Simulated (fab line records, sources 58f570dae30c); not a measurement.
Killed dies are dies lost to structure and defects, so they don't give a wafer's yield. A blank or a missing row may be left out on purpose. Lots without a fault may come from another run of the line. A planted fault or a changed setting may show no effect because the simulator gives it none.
fab line records | flow berkeley_cmos170 | part 1 of 2: steps 1 to 29 of 40
record lots=5 wafers=15 last_day=12
route steps=331 shown SILICIDE@213 CONTACT@216 M1@238
lots that met no fault: from a run of the same line without faults
start_h: hours from the record's first day to the start of the lot's first wafer shown | wait_h: hours since the lot's step before | " the same as in the row above | L1.1+2: a row that stands for several wafers | - no value, or no start given | * or withheld: withheld | < > ~ a bound
route shown NAME@n: a module of which the file shows steps, and the number in the route of the first | usual: mean/standard deviation of fault-free wafers | same: alike in all rows | chamber/n: place in a boat | sites: the reading at each site | _std_site: their standard deviation | _edge_site: outer sites' mean less inner sites' | radius_mm: how far each site lies from the wafer's centre | mask NAME#n: copy n | behind: the tool/chamber that last shaped the wafer | hold: why the lot was held/for how many hours/how that ended | device: the transistor (n, p or np) that didn't switch | end of line: the same wafers' tests at the end of the route | a step without rows: its recipe alone | killed: dies lost to structure and defects at the first sort, not the wafer's yield | map: a wafer's dies, x killed, . not, _ none there
set.NAME: the setting as run; set.NAME@STEP: as run at that earlier step | model.NAME: the simulator's own value behind a step, which no gauge read
lots at some steps of the route; a table a step, a row a wafer
services: from which hour (start_h, from the record's first day; less than 0 if before it) a tool's chamber was out of use, for how many hours, and why
## steps
# step UCB170_SILICIDE_THK_MEAS_03
# recipe thk_meas_gauge=xrf reads=Ti_of_SILICIDE_SPUTTER_01
# usual SILICIDE_TI_THK=30.33/0.27
# columns lot.wafer tool chamber start_h wait_h SILICIDE_TI_THK[nm]
L079.2 film_metro-02 - 188.75 0.1 30.65
L079.3 " - " " 30.55
L079.6 " - " " 30.02
L086.2 film_metro-01 - 220.51 0.1 30.45
L086.3 " - " " 30.65
L086.5 " - " " 30.28
L090.2 film_metro-01 - 235.44 0.1 30.39
L090.3 " - " " 30.20
L090.5 " - " " 29.94
L089.1 film_metro-01 - 236.39 0.1 30.42
L089.5 " - " " 30.13
L089.6 " - " " 30.63
L095.3 film_metro-02 - 271.06 0.1 30.58
L095.5 " - " " 30.47
L095.6 " - " " 30.06
# step UCB170_SILICIDE_RTA_04
# recipe temp_c=650 time_s=15 ambient=N2
# usual anneal_temp_c_max=652.5/0.62 chamber_o2_ppm=1.998/0.019 lamp_power_pct=10.46/0.055 wafer_temp_C_max=653.3/0.94
# columns lot.wafer tool chamber start_h wait_h anneal_temp_c_max chamber_o2_ppm lamp_power_pct wafer_temp_C_max
L079.2 rtp_anneal-01 0 188.81 0.1 652.2 1.966 10.51 653.1
L079.3 " 0 " " 652.8 1.982 10.51 653.4
L079.6 " 0 " " 652.6 1.982 10.50 654.3
L086.2 rtp_anneal-02 0 220.57 0.1 653.0 2.009 10.41 653.1
L086.3 " 0 " " 651.9 1.995 10.40 654.9
L086.5 " 0 " " 652.8 2.010 10.40 654.4
L090.2 rtp_anneal-01 0 235.50 0.1 651.3 1.950 10.50 652.1
L090.3 " 0 " " 651.9 2.014 10.51 652.0
L090.5 " 0 " " 651.6 1.978 10.51 652.3
L089.1 rtp_anneal-01 0 236.45 0.1 652.5 1.999 10.51 652.8
L089.5 " 0 " " 651.4 2.004 10.51 652.1
L089.6 " 0 " " 651.9 1.948 10.50 653.2
L095.3 rtp_anneal-01 0 271.12 0.1 652.0 2.008 10.50 653.7
L095.5 " 0 " " 651.1 2.011 10.52 652.9
L095.6 " 0 " " 651.6 2.011 10.51 652.8
# step UCB170_SILICIDE_WET_ETCH_05
# recipe chemistry=SPM time_s=45 temp_c=120 target=Ti
# columns lot.wafer tool chamber start_h wait_h
L079.2+3+6 wet_bench-02 2 188.89 0.1
L086.2+3+5 wet_bench-02 3 220.64 0.1
L090.2+3+5 wet_bench-03 3 235.56 0.1
L089.1+5+6 wet_bench-03 0 236.52 0.1
L095.3+5+6 wet_bench-03 0 271.17 0.0
# step UCB170_CONTACT_CLEAN_00
# recipe chemistry=SPM temp_c=120 time_s=600
# columns lot.wafer tool chamber start_h wait_h
L079.2+3+6 wet_bench-02 1 188.91 0.0
L086.2+3+5 wet_bench-02 3 220.66 0.0
L090.2+3+5 wet_bench-02 0 235.58 0.0
L089.1+5+6 wet_bench-02 2 236.54 0.0
L095.3+5+6 wet_bench-02 1 271.19 0.0
# step UCB170_CONTACT_CVD_01
# recipe material=PSG target_thk_nm=700 temp_c=450 precursor=SiH4/O2/PH3 time_s=2820 pressure_mtorr=300 sih4_flow_sccm=60 o2_flow_sccm=90 ph3_flow_sccm=25
# usual pressure_mtorr=299.9/0.58 susceptor_temp_C=449.98/0.23 zone_power_centre_pct=18.5/0.5 zone_power_source_pct=7.15/0.092
# columns lot.wafer tool chamber start_h wait_h pressure_mtorr susceptor_temp_C zone_power_centre_pct zone_power_source_pct
L079.2 lpcvd-01 1 189.15 0.1 300.3 449.97 18.4 7.02
L079.3 " 1 " " 300.9 449.73 18.1 7.13
L079.6 " 1 " " 300.0 449.88 18.5 7.10
L086.2 lpcvd-01 0 220.85 0.0 300.3 449.99 18.5 7.28
L086.3 " 0 " " 300.5 449.78 18.3 7.30
L086.5 " 0 " " 299.9 450.14 18.3 7.14
L090.2 lpcvd-01 0 235.76 0.0 300.2 450.02 18.2 7.11
L090.3 " 0 " " 300.3 449.80 18.5 7.22
L090.5 " 0 " " 301.0 449.95 18.5 7.20
L089.1 lpcvd-01 1 237.54 0.8 298.9 450.02 18.3 7.11
L089.5 " 1 " " 299.8 450.19 18.4 7.10
L089.6 " 1 " " 299.8 450.07 18.5 7.14
L095.3 lpcvd-02 1 272.46 1.1 300.2 450.28 17.7 7.18
L095.5 " 1 " " 300.3 449.61 18.2 7.24
L095.6 " 1 " " 301.0 449.66 18.1 7.26
# step UCB170_CONTACT_THK_MEAS_02
# recipe reads=PSG_of_CONTACT_CVD_01
# usual CONTACT_PSG_THK=701/7
# columns lot.wafer tool chamber start_h wait_h CONTACT_PSG_THK[nm]
L079.2 film_metro-03 - 190.94 0.0 706
L079.3 " - " " 699
L079.6 " - " " 706
L086.2 film_metro-04 - 222.64 0.0 700
L086.3 " - " " 700
L086.5 " - " " 698
L090.2 film_metro-03 - 237.55 0.0 701
L090.3 " - " " 698
L090.5 " - " " 706
L089.1 film_metro-01 - 239.33 0.0 704
L089.5 " - " " 699
L089.6 " - " " 696
L095.3 film_metro-01 - 274.26 0.0 699
L095.5 " - " " 705
L095.6 " - " " 703
# step UCB170_CONTACT_HMDS_03
# recipe prime_time_s=60 prime_temp_c=100
# same prime_time_s=60
# columns lot.wafer tool chamber start_h wait_h
L079.2+3+6 litho_track-01 0 191.02 0.1
L086.2+3+5 litho_track-02 0 223.31 0.7
L090.2+3+5 litho_track-03 0 237.71 0.1
L089.1+5+6 litho_track-03 0 239.39 0.1
L095.3+5+6 litho_track-03 0 274.58 0.3
# step UCB170_CONTACT_COAT_04
# recipe resist=KrF spin_rpm=1500 resist_thk_nm=900
# columns lot.wafer tool chamber start_h wait_h
L079.2+3+6 litho_track-01 0 191.17 0.1
L086.2+3+5 litho_track-02 0 223.46 0.1
L090.2+3+5 litho_track-03 0 237.86 0.1
L089.1+5+6 litho_track-03 0 239.54 0.1
L095.3+5+6 litho_track-03 0 274.73 0.1
# step UCB170_CONTACT_SOFTBAKE_05
# recipe resist=KrF temp_c=130 time_s=60
# columns lot.wafer tool chamber start_h wait_h
L079.2+3+6 litho_track-01 0 191.32 0.1
L086.2+3+5 litho_track-02 0 223.61 0.1
L090.2+3+5 litho_track-03 0 238.01 0.1
L089.1+5+6 litho_track-03 0 239.69 0.1
L095.3+5+6 litho_track-03 0 274.88 0.1
# step UCB170_CONTACT_STRIP_06
# recipe chemistry=O2 power_w=400 pressure_mtorr=3500 platen_temp_c=withheld o2_flow_sccm=400 overash_fraction=0.5
# usual drypump_motor_current_A=5.6/0.45 oes_product_au=0.735/0.0046 strip_time_to_endpoint_s=21.97/0.063
# columns lot.wafer tool chamber start_h wait_h drypump_motor_current_A oes_product_au rf_hours_counter_h strip_time_to_endpoint_s
L079.2 plasma_asher-03 1 191.44 0.1 5.7 0.737 9 22.01
L079.3 " 1 " " 5.7 0.735 - 21.98
L079.6 " 1 " " 5.7 0.728 - 22.09
L086.2 plasma_asher-04 1 223.74 0.1 6.2 0.732 50 21.93
L086.3 " 1 " " 6.2 0.738 - 21.96
L086.5 " 1 " " 6.2 0.731 - 21.98
L090.2 plasma_asher-02 0 238.14 0.1 5.2 0.735 52 21.90
L090.3 " 1 " " 6.4 0.734 - 21.92
L090.5 " 1 " " 6.4 0.730 - 21.90
L089.1 plasma_asher-04 1 239.84 0.1 6.2 0.726 52 21.98
L089.5 " 0 " " 5.3 0.728 - 22.05
L089.6 " 1 " " 6.2 0.735 - 21.95
L095.3 plasma_asher-03 1 275.02 0.1 5.7 0.743 - 21.97
L095.5 " 1 " " 5.7 0.730 - 21.97
L095.6 " 0 " " 5.3 0.733 - 21.90
# step UCB170_CONTACT_CLEAN_07
# recipe chemistry=SPM temp_c=120 time_s=600
# columns lot.wafer tool chamber start_h wait_h
L079.2+3+6 wet_bench-02 1 191.54 0.1
L086.2+3+5 wet_bench-02 1 223.85 0.1
L090.2+3+5 wet_bench-02 2 238.33 0.2
L089.1+5+6 wet_bench-02 2 240.08 0.2
L095.3+5+6 wet_bench-02 0 275.18 0.1
# step UCB170_CONTACT_RTA_08
# recipe temp_c=900 time_s=10 ambient=N2
# usual anneal_temp_c_max=903.5/0.87 chamber_o2_ppm=1.999/0.023 lamp_power_pct=24.37/0.13 wafer_temp_C_max=904.8/1.1
# columns lot.wafer tool chamber start_h wait_h anneal_temp_c_max chamber_o2_ppm lamp_power_pct wafer_temp_C_max
L079.2 rtp_anneal-01 0 191.73 0.0 903.1 1.958 24.54 902.7
L079.3 " 0 " " 904.0 1.997 24.50 903.9
L079.6 " 0 " " 903.0 1.970 24.52 904.2
L086.2 rtp_anneal-01 0 224.07 0.0 903.4 2.000 24.53 903.4
L086.3 " 0 " " 902.7 2.038 24.53 903.1
L086.5 " 0 " " 903.0 1.989 24.54 903.9
L090.2 rtp_anneal-01 0 238.51 0.0 902.9 1.967 24.52 903.8
L090.3 " 0 " " 902.6 2.000 24.50 903.4
L090.5 " 0 " " 903.6 2.026 24.51 905.0
L089.1 rtp_anneal-01 0 240.25 0.0 902.4 2.040 24.51 904.5
L089.5 " 0 " " 902.9 2.007 24.49 903.7
L089.6 " 0 " " 903.0 2.012 24.52 905.1
L095.3 rtp_anneal-02 0 275.37 0.0 903.8 1.981 24.23 905.8
L095.5 " 0 " " 903.8 2.007 24.30 905.0
L095.6 " 0 " " 904.4 1.994 24.24 906.7
# step UCB170_CONTACT_COAT_09
# recipe resist=BARC temp_c=withheld time_s=withheld spin_rpm=3000 resist_thk_nm=withheld
# columns lot.wafer tool chamber start_h wait_h
L079.2+3+6 litho_track-01 0 192.08 0.3
L086.2+3+5 litho_track-01 0 224.23 0.1
L090.2+3+5 litho_track-02 0 238.59 0.1
L089.1+5+6 litho_track-03 0 240.42 0.2
L095.3+5+6 litho_track-02 0 275.68 0.3
# step UCB170_CONTACT_COAT_10
# recipe resist=KrF spin_rpm=1500 resist_thk_nm=900
# columns lot.wafer tool chamber start_h wait_h
L079.2+3+6 litho_track-01 0 - -
L086.2+3+5 litho_track-01 0 - -
L090.2+3+5 litho_track-02 0 - -
L089.1+5+6 litho_track-03 0 - -
L095.3+5+6 litho_track-02 0 - -
# step UCB170_CONTACT_SOFTBAKE_11
# recipe resist=KrF temp_c=130 time_s=60
# columns lot.wafer tool chamber start_h wait_h
L079.2+3+6 litho_track-01 0 - -
L086.2+3+5 litho_track-01 0 - -
L090.2+3+5 litho_track-02 0 - -
L089.1+5+6 litho_track-03 0 - -
L095.3+5+6 litho_track-02 0 - -
# step UCB170_CONTACT_EXPOSE_12
# recipe mask_id=CONT target_cd_nm=700 na=0.5 sigma_outer=0.6 source_shape=conventional dose_mj=35
# columns lot.wafer tool chamber start_h wait_h mask
L079.2+3+6 krf_scanner-02 0 192.65 - CONT#0
L086.2+3+5 krf_scanner-01 0 224.67 - CONT#0
L090.2+3+5 krf_scanner-01 0 239.23 - CONT#0
L089.1+5+6 krf_scanner-02 0 240.89 - CONT#0
L095.3+5+6 krf_scanner-01 0 276.24 - CONT#0
# step UCB170_CONTACT_PEB_13
# recipe peb_temp_c=130 peb_time_s=withheld resist=KrF
# columns lot.wafer tool chamber start_h wait_h
L079.2+3+6 litho_track-03 0 192.77 0.1
L086.2+3+5 litho_track-03 0 224.79 0.1
L090.2+3+5 litho_track-02 0 239.35 0.1
L089.1+5+6 litho_track-03 0 241.60 0.7
L095.3+5+6 litho_track-03 0 276.74 0.5
# step UCB170_CONTACT_DEVELOP_14
# recipe developer=TMAH develop_time_s=45 resist=KrF dev_temp_c=21
# columns lot.wafer tool chamber start_h wait_h
L079.2+3+6 litho_track-03 0 - -
L086.2+3+5 litho_track-03 0 - -
L090.2+3+5 litho_track-02 0 - -
L089.1+5+6 litho_track-03 0 - -
L095.3+5+6 litho_track-03 0 - -
# step UCB170_CONTACT_CD_MEAS_15
# recipe target_cd_nm=700
# usual cd_nm=700.3/1.3
# columns lot.wafer tool chamber start_h wait_h cd_nm
L079.2 cd_sem-02 - 193.04 - 698.8
L079.3 " - " " 700.4
L079.6 " - " " 701.0
L086.2 cd_sem-02 - 225.06 - 701.6
L086.3 " - " " 699.1
L086.5 " - " " 699.3
L090.2 cd_sem-02 - 239.62 - 700.6
L090.3 " - " " 699.5
L090.5 " - " " 700.0
L089.1 cd_sem-02 - 241.87 - 700.9
L089.5 " - " " 700.6
L089.6 " - " " 700.0
L095.3 cd_sem-02 - 277.00 - 700.8
L095.5 " - " " 698.9
L095.6 " - " " 699.8
# step UCB170_CONTACT_OVL_MEAS_16
# usual CONTACT_OVL=4/5.2
# columns lot.wafer tool chamber start_h wait_h CONTACT_OVL[nm]
L079.2 overlay-01 - 193.15 0.1 2
L079.3 " - " " 9
L079.6 " - " " 8
L086.2 overlay-01 - 225.17 0.1 7
L086.3 " - " " 0
L086.5 " - " " 4
L090.2 overlay-01 - 239.73 0.1 9
L090.3 " - " " 2
L090.5 " - " " 0
L089.1 overlay-01 - 241.99 0.1 5
L089.5 " - " " 13
L089.6 " - " " 11
L095.3 overlay-01 - 277.09 0.1 -2
L095.5 " - " " 5
L095.6 " - " " 5
# step UCB170_CONTACT_ETCH_17
# recipe chemistry=N2/H2 target_depth_a=withheld overetch_a=withheld target=BARC time_s=withheld source_w=500 bias_w=100 pressure_mtorr=30 n2_flow_sccm=100 h2_flow_sccm=200
# usual drypump_motor_current_A=5.9/0.37 oes_product_au=1.003/0.015 throttle_valve_pct=13.37/0.16
# columns lot.wafer tool chamber start_h wait_h drypump_motor_current_A oes_product_au throttle_valve_pct
L079.2 rie_diel-03 0 193.18 0.0 6.5 1.000 13.35
L079.3 " 1 " " 5.6 1.017 13.37
L079.6 " 2 " " 5.7 0.984 13.42
L086.2 rie_diel-03 3 225.20 0.0 6.3 1.016 13.38
L086.3 " 3 " " 6.3 1.018 13.38
L086.5 " 1 " " 5.6 1.016 13.37
L090.2 rie_diel-02 1 239.76 0.0 5.7 0.980 13.75
L090.3 " 3 " " 5.6 1.019 13.30
L090.5 " 1 " " 5.7 0.995 13.77
L089.1 rie_diel-03 3 242.03 0.0 6.3 1.016 13.37
L089.5 " 2 " " 5.7 0.992 13.38
L089.6 " 1 " " 5.6 1.013 13.39
L095.3 rie_diel-02 0 277.12 0.0 5.5 1.010 12.95
L095.5 " 2 " " 5.6 0.981 13.34
L095.6 " 3 " " 5.6 1.017 13.28
# step UCB170_CONTACT_ETCH_18
# recipe chemistry=CHF3/CF4/Ar target=PSG stop_on=TiSi2 CHF3_flow_sccm=45 cf4_flow_sccm=15 Ar_flow_sccm=150 pressure_mtorr=200 rf_w=700 target_depth_a=8400 over_etch_frac=0.2 time_s=195
# usual drypump_motor_current_A=5.9/0.37 oes_product_au=0.898/0.014 throttle_valve_pct=6.97/0.11
# columns lot.wafer tool chamber start_h wait_h drypump_motor_current_A oes_product_au rf_hours_counter_h throttle_valve_pct
L079.2 rie_diel-03 0 - - 6.5 0.898 2 6.90
L079.3 " 1 " " 5.6 0.912 44 6.99
L079.6 " 2 " " 5.7 0.890 - 7.04
L086.2 rie_diel-03 3 - - 6.3 0.894 95 6.95
L086.3 " 3 " " 6.3 0.897 - 6.95
L086.5 " 1 " " 5.6 0.909 - 7.00
L090.2 rie_diel-02 1 - - 5.7 0.883 111 7.20
L090.3 " 3 " " 5.6 0.915 8 6.88
L090.5 " 1 " " 5.7 0.889 - 7.21
L089.1 rie_diel-03 3 - - 6.3 0.901 96 6.95
L089.5 " 2 " " 5.7 0.874 - 7.04
L089.6 " 1 " " 5.6 0.913 - 7.00
L095.3 rie_diel-02 0 - - 5.6 0.905 12 6.69
L095.5 " 2 " " 5.6 0.900 - 7.04
L095.6 " 3 " " 5.6 0.915 - 6.88
# step UCB170_CONTACT_STRIP_19
# recipe chemistry=O2 power_w=400 pressure_mtorr=3500 platen_temp_c=withheld o2_flow_sccm=400 overash_fraction=0.5
# usual drypump_motor_current_A=5.6/0.43 oes_product_au=0.725/0.0039
# columns lot.wafer tool chamber start_h wait_h drypump_motor_current_A oes_product_au rf_hours_counter_h
L079.2 plasma_asher-03 0 193.35 - 5.2 0.725 9
L079.3 " 0 " " 5.3 0.725 -
L079.6 " 0 " " 5.2 0.731 -
L086.2 plasma_asher-03 1 225.45 - 5.7 0.727 13
L086.3 " 1 " " 5.7 0.725 -
L086.5 " 1 " " 5.7 0.723 -
L090.2 plasma_asher-03 1 239.93 - 5.7 0.734 14
L090.3 " 1 " " 5.7 0.726 -
L090.5 " 0 " " 5.3 0.730 -
L089.1 plasma_asher-02 1 242.20 - 6.4 0.722 53
L089.5 " 1 " " 6.4 0.728 -
L089.6 " 0 " " 5.2 0.725 -
L095.3 plasma_asher-03 0 277.32 - 5.2 0.723 -
L095.5 " 0 " " 5.2 0.721 -
L095.6 " 1 " " 5.7 0.730 -
# step UCB170_CONTACT_CD_MEAS_90
# recipe target_cd_nm=700
# usual cd_nm=700.1/1.3
# columns lot.wafer tool chamber start_h wait_h cd_nm
L079.2 cd_sem-02 - 193.47 0.1 697.8
L079.3 " - " " 699.6
L079.6 " - " " 700.7
L086.2 cd_sem-01 - 225.57 0.1 702.1
L086.3 " - " " 699.9
L086.5 " - " " 699.5
L090.2 cd_sem-02 - 240.05 0.1 700.3
L090.3 " - " " 699.5
L090.5 " - " " 700.4
L089.1 cd_sem-02 - 242.30 0.1 701.5
L089.5 " - " " 699.4
L089.6 " - " " 700.5
L095.3 cd_sem-02 - 277.43 0.1 700.8
L095.5 " - " " 699.3
L095.6 " - " " 700.1
# step UCB170_CONTACT_CLEAN_20
# recipe chemistry=SPM temp_c=120 time_s=600
# columns lot.wafer tool chamber start_h wait_h
L079.2+3+6 wet_bench-02 0 193.57 0.1
L086.2+3+5 wet_bench-04 0 226.28 0.7
L090.2+3+5 wet_bench-02 2 240.28 0.2
L089.1+5+6 wet_bench-02 2 242.42 0.1
L095.3+5+6 wet_bench-03 3 277.51 0.1
# step UCB170_M1_SPUTTER_00
# recipe material=Al target_thk_nm=600 time_s=80 power_w=6000 chamber_pressure_pa=0.5
# usual throttle_valve_pct=30.0/1.1
# columns lot.wafer tool chamber start_h wait_h throttle_valve_pct
L079.2 pvd_sputter-02 - 193.74 0.0 29.7
L079.3 " - " " 30.3
L079.6 " - " " 30.3
L086.2 pvd_sputter-01 - 226.45 0.0 28.4
L086.3 " - " " 29.7
L086.5 " - " " 30.9
L090.2 pvd_sputter-02 - 240.45 0.0 29.6
L090.3 " - " " 29.9
L090.5 " - " " 28.7
L089.1 pvd_sputter-01 - 242.59 0.0 29.6
L089.5 " - " " 29.8
L089.6 " - " " 30.6
L095.3 pvd_sputter-03 - 277.68 0.0 30.1
L095.5 " - " " 29.0
L095.6 " - " " 29.2
# step UCB170_M1_RS_MEAS_01
# recipe thk_meas_gauge=four-point-probe reads=Al_of_M1_SPUTTER_00
# usual M1_AL_RS=0.0486/0.00048
# columns lot.wafer tool chamber start_h wait_h M1_AL_RS[ohm/sq]
L079.2 film_metro-04 - 193.82 0.1 0.0481
L079.3 " - " " 0.0479
L079.6 " - " " 0.0479
L086.2 film_metro-02 - 226.54 0.1 0.0482
L086.3 " - " " 0.0479
L086.5 " - " " 0.0476
L090.2 film_metro-04 - 240.53 0.1 0.0491
L090.3 " - " " 0.0492
L090.5 " - " " 0.0489
L089.1 film_metro-02 - 242.65 0.0 0.0483
L089.5 " - " " 0.0483
L089.6 " - " " 0.0481
L095.3 film_metro-02 - 277.78 0.1 0.0493
L095.5 " - " " 0.0487
L095.6 " - " " 0.0492
# step UCB170_M1_THK_MEAS_02
# recipe thk_meas_gauge=xrf reads=Al_of_M1_SPUTTER_00
# usual M1_AL_THK=583/5.7
# columns lot.wafer tool chamber start_h wait_h M1_AL_THK[nm]
L079.2 film_metro-04 - 193.93 0.1 589
L079.3 " - " " 591
L079.6 " - " " 590
L086.2 film_metro-02 - 226.65 0.1 588
L086.3 " - " " 593
L086.5 " - " " 593
L090.2 film_metro-04 - 240.64 0.1 580
L090.3 " - " " 578
L090.5 " - " " 580
L089.1 film_metro-02 - 242.77 0.1 587
L089.5 " - " " 583
L089.6 " - " " 587
L095.3 film_metro-02 - 277.88 0.1 580
L095.5 " - " " 585
L095.6 " - " " 576
# step UCB170_M1_COAT_03
# recipe resist=BARC temp_c=withheld time_s=withheld spin_rpm=3000 resist_thk_nm=withheld
# columns lot.wafer tool chamber start_h wait_h
L079.2+3+6 litho_track-04 0 194.01 0.1
L086.2+3+5 litho_track-04 0 226.72 0.1
L090.2+3+5 litho_track-01 0 240.90 0.2
L089.1+5+6 litho_track-01 0 243.32 0.5
L095.3+5+6 litho_track-01 0 278.33 0.4
